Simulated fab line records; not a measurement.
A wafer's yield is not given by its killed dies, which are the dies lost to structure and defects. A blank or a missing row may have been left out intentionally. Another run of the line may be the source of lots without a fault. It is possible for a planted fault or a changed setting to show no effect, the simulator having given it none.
Problem report in the 8D (eight disciplines) form, filled by code | flow berkeley cmos170 | the parts of the form that need people (team, actions taken, sign-off) are left out

## 1. WHAT WENT WRONG
Wafers without a fault read 89.34 s, standard deviation 0.17; run length s at UCB170_PSD_SOFTBAKE_02 reads a mean of 110.68 s on 6 wafers belonging to 2 lots. So: +99 or more standard deviations from the usual mean.
The step: time 60 s.
The first sign was on wafer L731.3 at day 11 13:49, on litho track-02. The record has a number at this step for 42 wafers belonging to 14 lots. Rule for "out", or "out of limits": more than 4 standard deviations from the usual mean. The rest of the wafers with a number are treated as sound.

## 2. WHAT THIS IS AND IS NOT
question                    | is                     | is not
which readings at this step | run length s           | -
which lots                  | L727, L731             | L713, L714, L715, L717, L718, L719, L720, L721, L725, L726, L734, L735
which wafers of those lots  | all that have a number | -
read on which tools         | litho track-02         | litho track-03, litho track-04
when                        | from day 11 13:49      | up to then (30 sound wafers); but 6 sound wafers of L734, L735 came after

## 3. SUSPECTS, AND WHAT RULES EACH OUT
Counting: a tool stays on the suspect list if, at a process step up to the reading, it processed all lots that are out and no sound lot following the first of them.
- litho track-02 at UCB170_PSD_SOFTBAKE_02 (time 60 s): kept. It ran every lot that is out, first L731 (day 11 13:49), and no sound lot after that; its last sound lot up to then is L725 (day 10 15:36). Its own run length s readings are out on those wafers.
Left after counting: litho track-02 at UCB170_PSD_SOFTBAKE_02.

## 4. THE CAUSE (what the simulator had put in)
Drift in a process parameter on litho track-02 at UCB170_PSD_SOFTBAKE_02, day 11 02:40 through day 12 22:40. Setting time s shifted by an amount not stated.
This tool alone remained once counting was done.

## 5. SEQUENCE OF EFFECTS, ordered by route
Each row: a reading whose mean over the struck wafers that have a number lies more than 3 standard deviations from the usual. Scope: only readings with a usual standard deviation given in the record; hours: median across lots of the time from each lot's start at the first step in this table that gives one to its start at this step; sigmas: change in usual standard deviations.
hours | step                   | reading      | usual   | on struck wafers | change | sigmas
0     | UCB170_PSD_SOFTBAKE_02 | run length s | 89.34 s | 110.68           | +21.34 | +99 or more
Process steps it contains:
- UCB170_PSD_SOFTBAKE_02: time 60 s.

## 6. WHAT WOULD HAVE CAUGHT IT SOONER
11 hours passed between the start of the fault at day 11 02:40 and the first reading out of limits in this record, taken at day 11 13:49.
